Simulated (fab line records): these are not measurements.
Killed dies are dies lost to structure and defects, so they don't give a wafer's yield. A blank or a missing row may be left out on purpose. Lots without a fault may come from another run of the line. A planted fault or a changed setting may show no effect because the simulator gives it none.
Which tool did it? :: flow rit_cmos :: 42 wafers from 14 lots sampled at 5 of the route's 202 steps

WHAT THE GAUGES SHOWED, per wafer
RIT_REOX_THK_MEAS_04. Usual: REOX_OXIDE_THK 25.2 nm, standard deviation 0.45.
lot: L774
measured: day 2 22:11
on: film_metro-04
REOX_OXIDE_THK (nm): 25.9 25.6 26.0
flag: 

lot: L775
measured: day 3 01:37
on: film_metro-04
REOX_OXIDE_THK (nm): 24.7 25.0 25.2
flag: 

lot: L776
measured: day 3 03:08
on: film_metro-03
REOX_OXIDE_THK (nm): 25.5 25.9 25.4
flag: 

lot: L777
measured: day 3 08:23
on: film_metro-03
REOX_OXIDE_THK (nm): 24.5 24.6 24.8
flag: 

lot: L778
measured: day 3 13:25
on: film_metro-04
REOX_OXIDE_THK (nm): 24.5 24.3 24.3
flag: 

lot: L779
measured: day 3 19:37
on: film_metro-02
REOX_OXIDE_THK (nm): 25.1 25.0 24.3
flag: 

lot: L780
measured: day 3 22:49
on: film_metro-02
REOX_OXIDE_THK (nm): 25.9 25.7 26.0
flag: 

lot: L781
measured: day 4 02:43
on: film_metro-03
REOX_OXIDE_THK (nm): 27.9 28.3 28.1
flag: OFF

lot: L782
measured: day 4 08:52
on: film_metro-03
REOX_OXIDE_THK (nm): 27.8 27.8 27.8
flag: OFF

lot: L783
measured: day 4 15:13
on: film_metro-03
REOX_OXIDE_THK (nm): 25.5 24.8 24.9
flag: 

lot: L785
measured: day 4 22:59
on: film_metro-03
REOX_OXIDE_THK (nm): 25.5 25.5 25.9
flag: 

lot: L790
measured: day 6 00:08
on: film_metro-03
REOX_OXIDE_THK (nm): 25.3 24.7 25.0
flag: 

lot: L794
measured: day 6 20:59
on: film_metro-02
REOX_OXIDE_THK (nm): 25.7 25.1 25.3
flag: 

lot: L795
measured: day 7 00:44
on: film_metro-02
REOX_OXIDE_THK (nm): 25.0 24.9 24.9
flag: 

RIT_NLDD_OVL_MEAS_06. Usual: NLDD_OVL -0.1 nm, standard deviation 1.3.
lot: L774
measured: day 2 23:15
on: overlay-02
NLDD_OVL (nm): -0.5 -0.4 -1.2
flag: 

lot: L775
measured: day 3 02:38
on: overlay-02
NLDD_OVL (nm): 0.5 -1.0 1.4
flag: 

lot: L776
measured: day 3 04:11
on: overlay-02
NLDD_OVL (nm): 0.1 -0.3 -1.5
flag: 

lot: L777
measured: day 3 09:39
on: overlay-02
NLDD_OVL (nm): 0.3 1.7 0.3
flag: 

lot: L778
measured: day 3 14:19
on: overlay-01
NLDD_OVL (nm): 3.0 1.2 1.5
flag: 

lot: L779
measured: day 3 20:31
on: overlay-02
NLDD_OVL (nm): -1.4 -1.4 -0.2
flag: 

lot: L780
measured: day 3 23:56
on: overlay-02
NLDD_OVL (nm): 0.0 -0.7 0.4
flag: 

lot: L781
measured: day 4 03:53
on: overlay-02
NLDD_OVL (nm): -0.5 -0.6 0.3
flag: 

lot: L782
measured: day 4 09:46
on: overlay-02
NLDD_OVL (nm): 1.1 1.8 -0.5
flag: 

lot: L783
measured: day 4 16:14
on: overlay-01
NLDD_OVL (nm): 0.0 0.9 -0.4
flag: 

lot: L785
measured: day 5 00:09
on: overlay-01
NLDD_OVL (nm): 0.0 0.3 1.5
flag: 

lot: L790
measured: day 6 01:03
on: overlay-01
NLDD_OVL (nm): 1.6 1.5 0.3
flag: 

lot: L794
measured: day 6 21:53
on: overlay-02
NLDD_OVL (nm): -0.5 0.4 -1.6
flag: 

lot: L795
measured: day 7 01:38
on: overlay-02
NLDD_OVL (nm): -0.5 -1.1 0.3
flag: 

RIT_NSD_TW_MEAS_10. Usual: NSD_TW 3083, standard deviation 30.
lot: L774
measured: day 3 05:06
on: film_metro-03
NSD_TW: 3067 3071 3069
flag: 

lot: L775
measured: day 3 08:48
on: film_metro-03
NSD_TW: 3061 3055 3079
flag: 

lot: L776
measured: day 3 10:24
on: film_metro-03
NSD_TW: 3060 3063 3074
flag: 

lot: L777
measured: day 3 16:46
on: film_metro-04
NSD_TW: 3099 3110 3106
flag: 

lot: L778
measured: day 3 20:16
on: film_metro-04
NSD_TW: 3128 3118 3113
flag: 

lot: L779
measured: day 4 02:29
on: film_metro-01
NSD_TW: 3047 3033 3045
flag: 

lot: L780
measured: day 4 05:55
on: film_metro-03
NSD_TW: 3092 3072 3083
flag: 

lot: L781
measured: day 4 10:09
on: film_metro-04
NSD_TW: 3125 3098 3106
flag: 

lot: L782
measured: day 4 15:58
on: film_metro-03
NSD_TW: 3068 3074 3099
flag: 

lot: L783
measured: day 4 22:19
on: film_metro-04
NSD_TW: 3107 3127 3109
flag: 

lot: L785
measured: day 5 06:14
on: film_metro-01
NSD_TW: 3036 3032 3036
flag: 

lot: L790
measured: day 6 07:07
on: film_metro-04
NSD_TW: 3099 3128 3102
flag: 

lot: L794
measured: day 7 03:44
on: film_metro-04
NSD_TW: 3107 3123 3111
flag: 

lot: L795
measured: day 7 07:51
on: film_metro-03
NSD_TW: 3070 3074 3060
flag: 

EACH LOT AND THE TOOL THAT RAN IT (in order: tool; ch and the chambers of the sampled wafers; start)
lot: L774
RIT_NRETRO_STRIP_09: plasma_asher-01 ch 1, day 2 10:16
RIT_REOX_OXIDATION_03: furnace-03 ch 0, day 2 19:38

lot: L775
RIT_NRETRO_STRIP_09: plasma_asher-01 ch 0,1, day 2 14:46
RIT_REOX_OXIDATION_03: furnace-02 ch 0, day 2 23:03

lot: L776
RIT_NRETRO_STRIP_09: plasma_asher-02 ch 0,1, day 2 16:50
RIT_REOX_OXIDATION_03: furnace-03 ch 0, day 3 00:35

lot: L777
RIT_NRETRO_STRIP_09: plasma_asher-02 ch 0,1, day 2 20:55
RIT_REOX_OXIDATION_03: furnace-03 ch 0, day 3 05:49

lot: L778
RIT_NRETRO_STRIP_09: plasma_asher-03 ch 0,1, day 3 02:36
RIT_REOX_OXIDATION_03: furnace-04 ch 0, day 3 10:51

lot: L779
RIT_NRETRO_STRIP_09: plasma_asher-03 ch 0,1, day 3 07:44
RIT_REOX_OXIDATION_03: furnace-04 ch 0, day 3 17:02

lot: L780
RIT_NRETRO_STRIP_09: plasma_asher-01 ch 0,1, day 3 12:48
RIT_REOX_OXIDATION_03: furnace-03 ch 0, day 3 20:15

lot: L781
RIT_NRETRO_STRIP_09: plasma_asher-01 ch 0,1, day 3 16:07
RIT_REOX_OXIDATION_03: furnace-04 ch 0, day 4 00:10

lot: L782
RIT_NRETRO_STRIP_09: plasma_asher-03 ch 0,1, day 3 22:15
RIT_REOX_OXIDATION_03: furnace-04 ch 0, day 4 06:19

lot: L783
RIT_NRETRO_STRIP_09: plasma_asher-03 ch 0,1, day 4 03:17
RIT_REOX_OXIDATION_03: furnace-02 ch 0, day 4 12:40

lot: L785
RIT_NRETRO_STRIP_09: plasma_asher-01 ch 0,1, day 4 12:19
RIT_REOX_OXIDATION_03: furnace-02 ch 0, day 4 20:26

lot: L790
RIT_NRETRO_STRIP_09: plasma_asher-02 ch 0,1, day 5 14:19
RIT_REOX_OXIDATION_03: furnace-02 ch 0, day 5 21:35

lot: L794
RIT_NRETRO_STRIP_09: plasma_asher-03 ch 0,1, day 6 11:02
RIT_REOX_OXIDATION_03: furnace-02 ch 0, day 6 18:26

lot: L795
RIT_NRETRO_STRIP_09: plasma_asher-02 ch 0, day 6 14:31
RIT_REOX_OXIDATION_03: furnace-02 ch 0, day 6 22:10
- RIT_NRETRO_STRIP_09: strips in O2, time 180 s.
- RIT_REOX_OXIDATION_03: target thk 25.2 nm, ox time 5580 s.

WHAT THE TOOLS THEMSELVES READ (means of the sampled wafers that have a number; where no wafer has one, the mark that the record gives instead)
RIT_NRETRO_STRIP_09. Usual: drypump_motor_current_A at 5.6 A, with a standard deviation of 0.45.
lot: L774
tool: plasma_asher-01
drypump_motor_current_A (A): 5.1
flag: 

lot: L775
tool: plasma_asher-01
drypump_motor_current_A (A): 5.3
flag: 

lot: L776
tool: plasma_asher-02
drypump_motor_current_A (A): 5.6
flag: 

lot: L777
tool: plasma_asher-02
drypump_motor_current_A (A): 5.6
flag: 

lot: L778
tool: plasma_asher-03
drypump_motor_current_A (A): 6.3
flag: 

lot: L779
tool: plasma_asher-03
drypump_motor_current_A (A): 6.2
flag: 

lot: L780
tool: plasma_asher-01
drypump_motor_current_A (A): 5.3
flag: 

lot: L781
tool: plasma_asher-01
drypump_motor_current_A (A): 5.2
flag: 

lot: L782
tool: plasma_asher-03
drypump_motor_current_A (A): 6.3
flag: 

lot: L783
tool: plasma_asher-03
drypump_motor_current_A (A): 6.2
flag: 

lot: L785
tool: plasma_asher-01
drypump_motor_current_A (A): 5.3
flag: 

lot: L790
tool: plasma_asher-02
drypump_motor_current_A (A): 5.8
flag: 

lot: L794
tool: plasma_asher-03
drypump_motor_current_A (A): 6.3
flag: 

lot: L795
tool: plasma_asher-02
drypump_motor_current_A (A): 5.9
flag: 

RIT_REOX_OXIDATION_03. Usual: spike_tc_centre_C 902.1 C, standard deviation 1.2; spike_tc_load_C 928.6 C, standard deviation 1.9; spike_tc_source_C 922.1 C, standard deviation 1.4; tube_center_temp_C 900.01 C, standard deviation 0.085.
lot: L774
tool: furnace-03
spike_tc_centre_C (C): 902.6
spike_tc_load_C (C): 929.8
spike_tc_source_C (C): 923.3
tube_center_temp_C (C): 900.01
flag: 

lot: L775
tool: furnace-02
spike_tc_centre_C (C): 902.7
spike_tc_load_C (C): 929.6
spike_tc_source_C (C): 920.6
tube_center_temp_C (C): 899.99
flag: 

lot: L776
tool: furnace-03
spike_tc_centre_C (C): 901.4
spike_tc_load_C (C): 930.0
spike_tc_source_C (C): 921.8
tube_center_temp_C (C): 899.93
flag: 

lot: L777
tool: furnace-03
spike_tc_centre_C (C): 901.1
spike_tc_load_C (C): 929.9
spike_tc_source_C (C): 922.7
tube_center_temp_C (C): 900.09
flag: 

lot: L778
tool: furnace-04
spike_tc_centre_C (C): 900.3
spike_tc_load_C (C): 924.6
spike_tc_source_C (C): 924.2
tube_center_temp_C (C): 899.98
flag: 

lot: L779
tool: furnace-04
spike_tc_centre_C (C): 901.6
spike_tc_load_C (C): 925.9
spike_tc_source_C (C): 923.7
tube_center_temp_C (C): 900.03
flag: 

lot: L780
tool: furnace-03
spike_tc_centre_C (C): 901.5
spike_tc_load_C (C): 929.5
spike_tc_source_C (C): 922.1
tube_center_temp_C (C): 899.95
flag: 

lot: L781
tool: furnace-04
spike_tc_centre_C (C): 910.4
spike_tc_load_C (C): 935.9
spike_tc_source_C (C): 935.3
tube_center_temp_C (C): 899.95
flag: OFF

lot: L782
tool: furnace-04
spike_tc_centre_C (C): 912.3
spike_tc_load_C (C): 936.0
spike_tc_source_C (C): 934.2
tube_center_temp_C (C): 899.98
flag: OFF

lot: L783
tool: furnace-02
spike_tc_centre_C (C): 902.9
spike_tc_load_C (C): 929.3
spike_tc_source_C (C): 921.7
tube_center_temp_C (C): 900.13
flag: 

lot: L785
tool: furnace-02
spike_tc_centre_C (C): 902.1
spike_tc_load_C (C): 930.0
spike_tc_source_C (C): 921.5
tube_center_temp_C (C): 900.06
flag: 

lot: L790
tool: furnace-02
spike_tc_centre_C (C): 902.9
spike_tc_load_C (C): 930.7
spike_tc_source_C (C): 921.7
tube_center_temp_C (C): 899.96
flag: 

lot: L794
tool: furnace-02
spike_tc_centre_C (C): 903.4
spike_tc_load_C (C): 928.6
spike_tc_source_C (C): 921.6
tube_center_temp_C (C): 899.95
flag: 

lot: L795
tool: furnace-02
spike_tc_centre_C (C): 901.8
spike_tc_load_C (C): 929.6
spike_tc_source_C (C): 922.0
tube_center_temp_C (C): 900.09
flag: 

THE ANSWER, worked out from the rows above alone
Rule: take the mean of a lot's wafers that have a number; if it is more than 3 standard deviations from the usual mean, the lot is off. A lot without any number at a reading at which 4 lots or more have one is off too. The other lots that the step has rows for count as sound. The gauges are gone through in route order, then the tools' own readings, and for those a lot's mean is taken as printed above. The first step at which some lot is off is used, and at that step the reading that is off furthest; a lot without a number counts as furthest.
Off: at RIT_REOX_THK_MEAS_04 (REOX_OXIDE_THK), L781, L782.
A tool fits if, at a process step before that reading, it ran every lot that is off, and no sound lot after the first of them. Not tried: the gauges at RIT_REOX_THK_MEAS_04; whatever is off there is also off at RIT_REOX_OXIDATION_03, on other tools, and gauge error can't account for it. One candidate fits, namely furnace-04 at RIT_REOX_OXIDATION_03. Its last sound lot is L779 (day 3 17:02), its first lot that is off L781 (day 4 00:10): a fault that began between those two fits.
The tool's own readings at RIT_REOX_OXIDATION_03 bear it out: on the lots that are off they differ by more than 5 times the standard deviation of the sound lots' means. spike_tc_centre_C reads 911.3 C there against 902.0 C on the sound lots; spike_tc_source_C reads 934.8 C there against 922.2 C on the sound lots.

WHAT THE SIMULATOR PUT IN
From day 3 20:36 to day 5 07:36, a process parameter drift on furnace-04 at RIT_REOX_OXIDATION_03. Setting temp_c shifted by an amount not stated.
Lots struck among those shown: L781, L782. Same finding as the rule above.
